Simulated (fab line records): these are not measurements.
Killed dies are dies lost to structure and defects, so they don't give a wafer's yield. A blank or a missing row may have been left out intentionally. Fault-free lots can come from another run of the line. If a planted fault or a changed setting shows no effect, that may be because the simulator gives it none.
Split-lot study :: flow berkeley_cmos170 :: on a route of 331 steps: 5 lots, 23 wafers read

THE SPLIT
At UCB170_BACKSIDE_STRIP_03 (strips in O2), the setting power_w was moved away from the recipe's 400 W on 4 of the 23 wafers read, by -4.2% to +7.5%. The other wafers ran this setting at the recipe's value.

The reading comes from the split's own step.

THE READING
oes_product_au, in a.u., at UCB170_BACKSIDE_STRIP_03 (strips in O2). Typical for fault-free wafers on this fab line: 0.735 a.u., with standard deviation 0.005 a.u.

wafer: L076.1
tool, chamber at the split: plasma_asher-04, 1
power_w as run, W: 400
against the recipe: recipe
oes_product_au, a.u.: 0.741
against lot-mates on the recipe: -

wafer: L076.2
tool, chamber at the split: plasma_asher-04, 0
power_w as run, W: 400
against the recipe: recipe
oes_product_au, a.u.: 0.728
against lot-mates on the recipe: -

wafer: L076.4
tool, chamber at the split: plasma_asher-04, 1
power_w as run, W: 400
against the recipe: recipe
oes_product_au, a.u.: 0.739
against lot-mates on the recipe: -

wafer: L076.5
tool, chamber at the split: plasma_asher-04, 1
power_w as run, W: 400
against the recipe: recipe
oes_product_au, a.u.: 0.735
against lot-mates on the recipe: -

wafer: L076.6
tool, chamber at the split: plasma_asher-04, 0
power_w as run, W: 400
against the recipe: recipe
oes_product_au, a.u.: 0.741
against lot-mates on the recipe: -

wafer: L078.1
tool, chamber at the split: plasma_asher-01, 1
power_w as run, W: 400
against the recipe: recipe
oes_product_au, a.u.: 0.734
against lot-mates on the recipe: -

wafer: L078.3
tool, chamber at the split: plasma_asher-01, 0
power_w as run, W: 400
against the recipe: recipe
oes_product_au, a.u.: 0.741
against lot-mates on the recipe: -

wafer: L078.4
tool, chamber at the split: plasma_asher-01, 1
power_w as run, W: 400
against the recipe: recipe
oes_product_au, a.u.: 0.735
against lot-mates on the recipe: -

wafer: L078.5
tool, chamber at the split: plasma_asher-01, 1
power_w as run, W: 400
against the recipe: recipe
oes_product_au, a.u.: 0.739
against lot-mates on the recipe: -

wafer: L078.6
tool, chamber at the split: plasma_asher-01, 0
power_w as run, W: 400
against the recipe: recipe
oes_product_au, a.u.: 0.731
against lot-mates on the recipe: -

wafer: L084.1
tool, chamber at the split: plasma_asher-04, 0
power_w as run, W: 400
against the recipe: recipe
oes_product_au, a.u.: 0.740
against lot-mates on the recipe: -

wafer: L084.3
tool, chamber at the split: plasma_asher-04, 0
power_w as run, W: 400
against the recipe: recipe
oes_product_au, a.u.: 0.730
against lot-mates on the recipe: -

wafer: L084.6
tool, chamber at the split: plasma_asher-04, 0
power_w as run, W: 400
against the recipe: recipe
oes_product_au, a.u.: 0.735
against lot-mates on the recipe: -

wafer: L083.1
tool, chamber at the split: plasma_asher-01, 0
power_w as run, W: 430.1
against the recipe: +7.5%
oes_product_au, a.u.: 0.758
against lot-mates on the recipe: +0.021

wafer: L083.2
tool, chamber at the split: plasma_asher-01, 1
power_w as run, W: 400
against the recipe: recipe
oes_product_au, a.u.: 0.738
against lot-mates on the recipe: -

wafer: L083.3
tool, chamber at the split: plasma_asher-01, 0
power_w as run, W: 400
against the recipe: recipe
oes_product_au, a.u.: 0.736
against lot-mates on the recipe: -

wafer: L083.5
tool, chamber at the split: plasma_asher-01, 1
power_w as run, W: 430.1
against the recipe: +7.5%
oes_product_au, a.u.: 0.761
against lot-mates on the recipe: +0.024

wafer: L083.6
tool, chamber at the split: plasma_asher-01, 0
power_w as run, W: 400
against the recipe: recipe
oes_product_au, a.u.: 0.736
against lot-mates on the recipe: -

wafer: L082.1
tool, chamber at the split: plasma_asher-01, 1
power_w as run, W: 400
against the recipe: recipe
oes_product_au, a.u.: 0.737
against lot-mates on the recipe: -

wafer: L082.2
tool, chamber at the split: plasma_asher-01, 0
power_w as run, W: 383.4
against the recipe: -4.2%
oes_product_au, a.u.: 0.712
against lot-mates on the recipe: -0.023

wafer: L082.3
tool, chamber at the split: plasma_asher-01, 0
power_w as run, W: 383.4
against the recipe: -4.2%
oes_product_au, a.u.: 0.723
against lot-mates on the recipe: -0.012

wafer: L082.4
tool, chamber at the split: plasma_asher-01, 1
power_w as run, W: 400
against the recipe: recipe
oes_product_au, a.u.: 0.729
against lot-mates on the recipe: -

wafer: L082.5
tool, chamber at the split: plasma_asher-01, 0
power_w as run, W: 400
against the recipe: recipe
oes_product_au, a.u.: 0.739
against lot-mates on the recipe: -

FIT RESULTS
A straight line over all 23 wafers: oes_product_au changes by +0.00346 a.u. for each +1% of power_w; r = +0.90; the points scatter about the line by 0.0044 a.u.
The same after taking each lot's own level away (the mean of its wafers on the recipe; 23 wafers): +0.00333 a.u. for each +1%; r = +0.90; scatter 0.0043 a.u.
Per that fit: largest power_w move, reading shift of 0.025 a.u.
The lots' own levels span 0.7350 to 0.7368 a.u., that is 0.4 times the standard deviation above.
The two slopes agree, so the slope changes little with the lot-to-lot level.
Check: +0.0268 a.u. against its lot-mates is what the line predicts for one of the wafers moved furthest among these (+7.5%) when that wafer is left out of the fit. It came out at +0.0213 a.u. against them.
Tool readings at the split's step, against how far the setting was moved: oes_product_au r = +0.90; strip_time_to_endpoint_s r = -0.99.

THE OTHER SPLITS THESE WAFERS WENT THROUGH
Note: prior to the reading, these wafers also went through further splits. Each is held against what the fit with the lots' levels taken away leaves over:
other split on the same wafers: UCB170_PLDD_EXPOSE_03 dose_mj
wafers away from the commonest value: 7
r with oes_product_au (lot level and that fit taken away): +0.24

other split on the same wafers: UCB170_NLDD_COAT_01 resist_thk_nm
wafers away from the commonest value: 5
r with oes_product_au (lot level and that fit taken away): +0.07

other split on the same wafers: UCB170_SPACER_CVD_00 time_s
wafers away from the commonest value: 8
r with oes_product_au (lot level and that fit taken away): +0.10

other split on the same wafers: UCB170_NSD_COAT_01 resist_thk_nm
wafers away from the commonest value: 4
r with oes_product_au (lot level and that fit taken away): -0.26

other split on the same wafers: UCB170_NSD_PEB_04 peb_temp_c
wafers away from the commonest value: 7
r with oes_product_au (lot level and that fit taken away): -0.15

THE WHOLE CHAIN: every reading that the file lists as answering this split, in the file's order
step: UCB170_BACKSIDE_STRIP_03
what it does: strips in O2
reading: oes_product_au
change (the file's fit): +0.00329 a.u. for each +1% of the setting
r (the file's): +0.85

step: UCB170_BACKSIDE_STRIP_03
what it does: strips in O2
reading: strip_time_to_endpoint_s
change (the file's fit): withheld for each +1% of the setting
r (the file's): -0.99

THE FILE'S OWN FIT
oes_product_au changes by +0.00329 a.u. for each +1% of power_w, r = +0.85.
